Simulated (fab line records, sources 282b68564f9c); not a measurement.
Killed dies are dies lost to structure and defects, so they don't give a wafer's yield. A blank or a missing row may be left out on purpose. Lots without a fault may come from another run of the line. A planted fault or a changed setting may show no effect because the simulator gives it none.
Which tool did it? | flow rit_cmos | 7 lots, 21 wafers sampled, at 2 steps of a route of 202

WHAT THE GAUGES READ, wafer by wafer
RIT_PRETRO_TW_MEAS_10.
lot  | measured    | on            | PRETRO_TW
L262 | day 2 18:44 | film_metro-04 | 481.0 482.7 484.5
L264 | day 3 00:43 | film_metro-02 | 483.7 484.7 482.7
L269 | day 4 08:25 | film_metro-02 | 478.8 481.5 478.4
L272 | day 4 20:18 | film_metro-03 | 486.0 485.4 487.0
L274 | day 5 02:56 | film_metro-04 | 480.5 482.3 478.6
L280 | day 6 11:36 | film_metro-03 | 445.1 443.0 447.0
L284 | day 7 17:28 | film_metro-04 | 481.4 483.6 480.7

WHICH TOOL RAN EACH LOT (tool, then ch and the chambers of the sampled wafers, then the start)
lot  | RIT_PRETRO_IMPLANT_08
L262 | implanter-02 ch 0, day 2 18:25
L264 | implanter-02 ch 0, day 3 00:24
L269 | implanter-02 ch 0, day 4 08:05
L272 | implanter-02 ch 0, day 4 19:59
L274 | implanter-01 ch 0, day 5 02:37
L280 | implanter-02 ch 0, day 6 11:17
L284 | implanter-03 ch 0, day 7 17:10
- RIT_PRETRO_IMPLANT_08

THE ANSWER, worked out from the rows above alone
Rule: what is usual is taken from the lots themselves. Put in order of their means at a reading, lots are off if they are a third of the lots or fewer, leave a main group of 4 or more, and stand apart from it by a gap of 3 or more times the standard deviation of the main group's means; of several such gaps the widest counts. A main group whose means are all the same, to the digits that the tables above print for the reading, isn't used. A lot without any number at a reading at which 4 lots or more have one is off too. The other lots that the step has rows for count as sound.
Off: L280, at RIT_PRETRO_TW_MEAS_10 (PRETRO_TW). The main group: mean 482.4, standard deviation 2.2.
A tool fits if, at a process step before that reading, it ran every lot that is off, and no sound lot after the first of them. The gauges at RIT_PRETRO_TW_MEAS_10 are tried like those tools. Can't be told from this: 2 tools fit, implanter-02 at RIT_PRETRO_IMPLANT_08, film_metro-03 at RIT_PRETRO_TW_MEAS_10.

WHAT THE SIMULATOR HAD PUT IN
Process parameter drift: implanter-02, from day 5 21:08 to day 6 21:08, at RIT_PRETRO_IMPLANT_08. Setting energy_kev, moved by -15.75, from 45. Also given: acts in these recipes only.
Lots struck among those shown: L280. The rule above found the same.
